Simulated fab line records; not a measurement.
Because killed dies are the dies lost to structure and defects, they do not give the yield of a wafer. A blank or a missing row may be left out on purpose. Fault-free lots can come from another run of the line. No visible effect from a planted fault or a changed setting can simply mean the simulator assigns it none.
Check of tool commonality + flow berkeleyCmos170 + Sample size 14 lots and 42 wafers

## WHY IT WAS OPENED
2 of 14 lots carry a flag on the reading M1_AL_RS at UCB170_M1_RS_MEAS_01. Fault-free wafers read 0.0484 ohm/sq, with a standard deviation of 0.00054.
Rule: a lot is flagged when every wafer of it that has a number lies more than 4 standard deviations from that mean, or none has a number. As for the other lots, they are considered sound.

| lot  | measured     | on           | M1_AL_RS (ohm/sq), wafer by wafer | flag    |
|------|--------------|--------------|-----------------------------------|---------|
| L543 | day 6 19:59  | filmMetro-03 | 0.0484 0.0493 0.0482              |         |
| L545 | day 7 20:07  | filmMetro-03 | 0.0483 0.0480 0.0482              |         |
| L550 | day 8 05:51  | filmMetro-01 | 0.0483 0.0482 0.0476              |         |
| L547 | day 8 08:36  | filmMetro-03 | 0.0477 0.0479 0.0478              |         |
| L549 | day 8 09:05  | filmMetro-01 | 0.0494 0.0489 0.0488              |         |
| L553 | day 8 17:08  | filmMetro-01 | 0.0307 0.0311 0.0309              | FLAGGED |
| L552 | day 8 21:54  | filmMetro-01 | 0.0307 0.0312 0.0311              | FLAGGED |
| L554 | day 9 11:24  | filmMetro-03 | 0.0490 0.0484 0.0491              |         |
| L557 | day 9 22:01  | filmMetro-01 | 0.0483 0.0472 0.0477              |         |
| L560 | day 10 02:49 | filmMetro-01 | 0.0494 0.0492 0.0485              |         |
| L559 | day 10 05:05 | filmMetro-03 | 0.0488 0.0481 0.0487              |         |
| L561 | day 10 20:28 | filmMetro-04 | 0.0487 0.0480 0.0486              |         |
| L562 | day 11 02:31 | filmMetro-04 | 0.0486 0.0486 0.0485              |         |
| L564 | day 11 08:34 | filmMetro-01 | 0.0479 0.0481 0.0481              |         |
The mean of the flagged lots' numbers is 0.0309 ohm/sq, -0.0175 ohm/sq from the usual (-32 standard deviations).

## WHICH TOOL EACH LOT WENT THROUGH
Before the reading, the record contains 2 process steps out of a 331-step route. Every cell lists first the tool, next ch and the chambers used by the sampled wafers, and last the start.
| lot  | flag    | UCB170_SILICIDE_RTA_04          | UCB170_M1_SPUTTER_00        |
|------|---------|---------------------------------|-----------------------------|
| L543 |         | rtpAnneal-02 ch 0, day 6 13:43  | pvdSputter-02, day 6 19:54  |
| L545 |         | rtpAnneal-01 ch 0, day 7 13:07  | pvdSputter-04, day 7 20:04  |
| L550 |         | rtpAnneal-01 ch 0, day 7 23:05  | pvdSputter-04, day 8 05:47  |
| L547 |         | rtpAnneal-02 ch 0, day 8 00:02  | pvdSputter-04, day 8 08:31  |
| L549 |         | rtpAnneal-01 ch 0, day 8 00:25  | pvdSputter-03, day 8 09:01  |
| L553 | FLAGGED | rtpAnneal-01 ch 0, day 8 10:47  | pvdSputter-04, day 8 17:05  |
| L552 | FLAGGED | rtpAnneal-01 ch 0, day 8 11:35  | pvdSputter-04, day 8 21:47  |
| L554 |         | rtpAnneal-02 ch 0, day 9 03:44  | pvdSputter-02, day 9 11:19  |
| L557 |         | rtpAnneal-02 ch 0, day 9 16:14  | pvdSputter-02, day 9 21:53  |
| L560 |         | rtpAnneal-02 ch 0, day 9 20:52  | pvdSputter-03, day 10 02:44 |
| L559 |         | rtpAnneal-01 ch 0, day 9 21:13  | pvdSputter-02, day 10 05:02 |
| L561 |         | rtpAnneal-02 ch 0, day 10 13:28 | pvdSputter-03, day 10 20:24 |
| L562 |         | rtpAnneal-01 ch 0, day 10 21:03 | pvdSputter-02, day 11 02:28 |
| L564 |         | rtpAnneal-02 ch 0, day 11 01:45 | pvdSputter-02, day 11 08:26 |
These steps, and what they do:
- UCB170_SILICIDE_RTA_04: time 15 s.
- UCB170_M1_SPUTTER_00: material Al, target thk 600 nm, time 80 s.
- UCB170_M1_RS_MEAS_01: measures by four-point-probe.

## FLAGGED AGAINST TOTAL, ONE TOOL AT A TIME (gauges that did the reading follow at the end)
| step                   | tool          | lots run | flagged | share of the flagged lots | sound lots run after its first flagged lot |
|------------------------|---------------|----------|---------|---------------------------|--------------------------------------------|
| UCB170_SILICIDE_RTA_04 | rtpAnneal-01  | 7        | 2       | all                       | 2 (L559,L562)                              |
| UCB170_SILICIDE_RTA_04 | rtpAnneal-02  | 7        | 0       | none                      | -                                          |
| UCB170_M1_SPUTTER_00   | pvdSputter-02 | 6        | 0       | none                      | -                                          |
| UCB170_M1_SPUTTER_00   | pvdSputter-03 | 3        | 0       | none                      | -                                          |
| UCB170_M1_SPUTTER_00   | pvdSputter-04 | 5        | 2       | all                       | 0                                          |
| UCB170_M1_RS_MEAS_01   | filmMetro-01  | 7        | 2       | all                       | 3 (L557,L560,L564)                         |
| UCB170_M1_RS_MEAS_01   | filmMetro-03  | 5        | 0       | none                      | -                                          |
| UCB170_M1_RS_MEAS_01   | filmMetro-04  | 2        | 0       | none                      | -                                          |

## WHAT THE TABLE ALLOWS
3 rows of the table ran every flagged lot: rtpAnneal-01 at UCB170_SILICIDE_RTA_04, pvdSputter-04 at UCB170_M1_SPUTTER_00, filmMetro-01 at UCB170_M1_RS_MEAS_01.
- rtpAnneal-01 at UCB170_SILICIDE_RTA_04 ran 7 lots, 2 of them flagged. Lots that were sound ran on it after the first flagged one (L559, L562); a persistent fault on the entire tool would not allow that.
- pvdSputter-04 at UCB170_M1_SPUTTER_00 ran 5 lots, 2 of them flagged. It ran its last sound lot, L547, at day 8 08:31 and its first flagged lot, L553, at day 8 17:05: a fault with its onset between the two fits. Its own readings (cathodeDcPowerW) fall more than 4 standard deviations out on all wafers of the flagged lots.
- filmMetro-01 at UCB170_M1_RS_MEAS_01 ran 7 lots, 2 of them flagged. Lots that were sound ran on it after the first flagged one (L557, L560, L564); a persistent fault on the entire tool would not allow that.
One tool is left: pvdSputter-04 at UCB170_M1_SPUTTER_00.

## WHAT WAS PUT IN BY THE SIMULATOR
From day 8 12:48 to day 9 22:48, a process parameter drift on pvdSputter-04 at UCB170_M1_SPUTTER_00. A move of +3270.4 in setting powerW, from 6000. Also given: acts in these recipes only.
Lots struck among those shown: L553, L552. The rule above reached the same finding.
